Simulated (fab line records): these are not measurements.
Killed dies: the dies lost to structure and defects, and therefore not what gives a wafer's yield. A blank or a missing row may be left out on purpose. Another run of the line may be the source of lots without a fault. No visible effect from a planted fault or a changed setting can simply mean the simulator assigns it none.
Which tool is to blame? ; flow berkeley cmos170 ; 14 lots, 42 wafers sampled, at 2 steps of a route of 331

## WHAT THE GAUGES SHOWED, per wafer
UCB170_SPACER_THK_MEAS_01. Usual: SPACER_TEOS_THK typically reads 389 nm, with standard deviation 4.2.
lot;measured;on;SPACER_TEOS_THK (nm);flag
L836;day 6 20:59;film metro-03;388 384 396;
L839;day 6 21:10;film metro-04;391 392 389;
L835;day 6 21:17;film metro-02;386 396 396;
L842;day 7 23:02;film metro-04;390 389 396;
L840;day 8 00:29;film metro-02;351 363 355;OFF
L844;day 8 18:32;film metro-03;353 356 360;OFF
L849;day 9 09:27;film metro-03;387 395 388;
L848;day 9 10:28;film metro-02;382 383 390;
L850;day 9 10:36;film metro-04;384 386 389;
L852;day 10 01:51;film metro-02;383 390 388;
L854;day 10 06:08;film metro-02;397 392 393;
L853;day 10 07:20;film metro-02;390 394 391;
L857;day 10 22:10;film metro-03;383 387 388;
L858;day 10 23:52;film metro-04;381 384 387;

## TOOL THAT RAN EACH LOT (tool first, then ch and the chambers of the sampled wafers, then the start)
lot;UCB170_SPACER_CVD_00
L836;pecvd-04 ch 0,1,2, day 6 20:56
L839;pecvd-02 ch 0,1,2, day 6 21:08
L835;pecvd-01 ch 0,1, day 6 21:13
L842;pecvd-04 ch 1,2, day 7 22:59
L840;pecvd-01 ch 0,2, day 8 00:26
L844;pecvd-01 ch 0,1, day 8 18:30
L849;pecvd-02 ch 0,1,2, day 9 09:23
L848;pecvd-04 ch 0,2, day 9 10:23
L850;pecvd-02 ch 1,2, day 9 10:32
L852;pecvd-02 ch 1,2, day 10 01:47
L854;pecvd-02 ch 0,1,2, day 10 06:05
L853;pecvd-04 ch 0,1, day 10 07:17
L857;pecvd-04 ch 1,2, day 10 22:05
L858;pecvd-02 ch 1,2, day 10 23:50
- UCB170_SPACER_CVD_00: deposits SiO2 from TEOS/O2, target thk 376 nm, time 48.54 s.

## WHAT THE TOOLS THEMSELVES READ (means of the sampled wafers that have a number; where no wafer has one, the mark that the record gives instead)
UCB170_SPACER_CVD_00. Usual: heater power w 236 W, standard deviation 56; pressure mtorr 9003 mTorr, standard deviation 18.
lot;tool;heater power w (W);pressure mtorr (mTorr);flag
L836;pecvd-04;196;8999;
L839;pecvd-02;225;8995;
L835;pecvd-01;293;8989;
L842;pecvd-04;220;9002;
L840;pecvd-01;315;9011;
L844;pecvd-01;308;8997;
L849;pecvd-02;190;8991;
L848;pecvd-04;202;9001;
L850;pecvd-02;246;9007;
L852;pecvd-02;247;8986;
L854;pecvd-02;209;9002;
L853;pecvd-04;229;9018;
L857;pecvd-04;191;9011;
L858;pecvd-02;223;9023;

## THE ANSWER, worked out from the rows above alone
Rule: lot off if the mean of its wafers having a number is beyond 3 standard deviations from the usual mean. A lot without any number at a reading at which 4 lots or more have one is off too. Where the step has rows for the other lots, those lots are counted as sound. After the gauges, taken in route order, come the tools' own readings; for these a lot's mean is taken, as printed above. The first step at which some lot is off is used, and at that step the reading that is off furthest; a lot without a number counts as furthest.
Off: at UCB170_SPACER_THK_MEAS_01 (SPACER_TEOS_THK), L840, L844.
A tool fits if, at a process step before that reading, it ran every lot that is off, and no sound lot after the first of them. Those tools and the gauges at UCB170_SPACER_THK_MEAS_01 are tried in the same way. One candidate fits, namely pecvd-01 at UCB170_SPACER_CVD_00. Its last sound lot is L835 (day 6 21:13), its first lot that is off L840 (day 8 00:26): a fault that began between those two fits.

## WHAT THE SIMULATOR HAD PUT IN
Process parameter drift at UCB170_SPACER_CVD_00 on pecvd-01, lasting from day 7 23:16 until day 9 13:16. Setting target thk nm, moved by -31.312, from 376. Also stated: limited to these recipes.
Shown lots that were struck: L840, L844. The rule above found the same.
